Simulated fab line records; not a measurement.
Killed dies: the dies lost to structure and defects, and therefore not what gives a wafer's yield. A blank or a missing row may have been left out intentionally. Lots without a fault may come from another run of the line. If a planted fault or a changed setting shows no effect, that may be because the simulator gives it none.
One fault seen from 2 desks ; flow berkeley-cmos170 ; each desk holds nothing but its own numbers, with what lay behind them at the end

## AT THE TOOL OWNER'S DESK: rie-si-02
The tool's own readings at UCB170_GATE_ETCH_15 (etches poly-Si in HBr/Cl2, stops on SiO2, time 56.3 s, target depth 278.2 nm): means of the sampled wafers that have a number, for each lot that ran on this tool. The brackets show how far a lot's mean lies from the usual mean; more than 4 standard deviations puts the lot out of limits, marked OUT.
Columns: A = drypump-motor-current-A at UCB170_GATE_ETCH_15, usual 6.0 A; B = oes-product-au at UCB170_GATE_ETCH_15, usual 0.824 a.u.; C = run-length-s at UCB170_GATE_ETCH_15, usual 84.7 s; D = throttle-valve-pct at UCB170_GATE_ETCH_15, usual 26.39 %
lot;first seen here;A;B;C;D
L671;day 9 00:25;6.2;0.824;85.0;26.31
L678;day 10 05:00;6.0;1.003 (+11) OUT;62.1 (-56) OUT;26.21
L679;day 10 15:49;6.2;0.997 (+10) OUT;62.2 (-56) OUT;26.30
Finding of this desk: L678, L679 out of limits; the first was L678 at day 10 05:00, on oes-product-au at UCB170_GATE_ETCH_15. Within limits: L671.

## FROM THE METROLOGY DESK
What the gauges read for every lot (on any tool): the sampled wafers with a number, averaged. The brackets show how far a lot's mean lies from the usual mean; more than 4 standard deviations puts the lot out of limits, marked OUT.
Columns: A = GATE_POLY_THK at UCB170_GATE_THK_MEAS_05, usual 212.9 nm; B = cd-nm at UCB170_GATE_CD_MEAS_12, usual 350.0 nm; C = GATE_OVL at UCB170_GATE_OVL_MEAS_13, usual 2 nm
lot;first seen here;A;B;C
L671;day 8 23:13;211.3;350.9;4
L674;day 9 06:38;214.2;350.4;0
L678;day 10 03:36;213.2;350.5;4
L679;day 10 14:08;212.9;348.3;6
L682;day 11 10:10;214.0;349.4;-4
L687;day 11 17:57;213.7;351.0;3
This desk found nothing out of limits on any of the 6 lots.

## TAKEN TOGETHER
On L678, L679, at day 10 05:00, an alarm was possible from the tool owner's desk.
From the metrology desk's view, nothing was out of limits.
The metrology desk holds a record of L678, L679, inside its limits.
Every lot named ran UCB170_GATE_ETCH_15 on rie-si-02.

## WHAT THE SIMULATOR HAD INSERTED
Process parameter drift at UCB170_GATE_ETCH_15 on rie-si-02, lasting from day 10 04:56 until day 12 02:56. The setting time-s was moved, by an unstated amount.
Lots struck among those shown: L678, L679.
Each desk's first reading out of limits, in hours after the fault started: the tool owner's desk, 0.
